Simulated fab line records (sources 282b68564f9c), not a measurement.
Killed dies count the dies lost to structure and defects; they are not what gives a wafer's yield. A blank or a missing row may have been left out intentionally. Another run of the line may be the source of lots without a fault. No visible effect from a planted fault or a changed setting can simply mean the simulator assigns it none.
Which of the tools did it? ; flow rit_cmos ; 7 lots with 21 wafers sampled at 2 steps, on a route of 202 steps

== WHAT THE GAUGES SHOWED, per wafer ==
RIT_NRETRO_OVL_MEAS_06.
lot;measured;on;NRETRO_OVL (nm)
L951;day 2 11:43;overlay-01;0.3 -1.4 -0.9
L954;day 3 07:45;overlay-01;-0.8 -0.6 0.4
L956;day 3 13:19;overlay-01;1.0 0.5 0.4
L958;day 3 22:17;overlay-02;-1.6 -1.3 -0.6
L962;day 4 17:55;overlay-02;-301.0 -300.7 -301.0
L966;day 5 14:37;overlay-02;-305.7 -305.0 -304.8
L970;day 6 09:02;overlay-02;1.7 2.6 0.8

== WHAT TOOL EACH LOT RAN ON (gives the tool, then ch and the chambers of the sampled wafers, and finally the start) ==
lot;RIT_NRETRO_EXPOSE_03
L951;iline_stepper-01 ch 0, day 2 11:17
L954;iline_stepper-01 ch 0, day 3 07:20
L956;iline_stepper-01 ch 0, day 3 12:55
L958;iline_stepper-02 ch 0, day 3 21:52
L962;iline_stepper-01 ch 0, day 4 17:29
L966;iline_stepper-01 ch 0, day 5 14:13
L970;iline_stepper-02 ch 0, day 6 08:37
- RIT_NRETRO_EXPOSE_03: exposes mask M4, target cd 43900 nm.

== THE ANSWER, worked out from the rows above alone ==
Rule: usual is defined by the lots themselves. The widest of any qualifying gaps counts: lots, ordered by their means at a reading, are off when they make up no more than a third of the lots, leave a main group of 4 or more, and stand apart from it by 3 or more times the standard deviation of that group's means. A main group is skipped when, at the precision printed for the reading in the tables above, its means are all equal. Also off: a lot with no number at a reading for which 4 or more lots have one. Where the step has rows for the other lots, those lots are counted as sound.
Off: L962, L966, at RIT_NRETRO_OVL_MEAS_06 (NRETRO_OVL). Mean 0.0 nm and standard deviation 1 in the main group.
A tool fits if, at a process step before that reading, it ran every lot that is off, and no sound lot after the first of them. The gauges at RIT_NRETRO_OVL_MEAS_06 are tried like those tools. One fits: iline_stepper-01 at RIT_NRETRO_EXPOSE_03. A fault onset in the window from L956 (day 3 12:55, its last sound lot) to L962 (day 4 17:29, its first lot off) fits.

== WHAT THE SIMULATOR PUT IN ==
Scanner matching overlay: iline_stepper-01, from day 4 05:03 on, at RIT_NRETRO_EXPOSE_03. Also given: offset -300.
Struck lots among those shown: L962, L966. The rule above found the same.
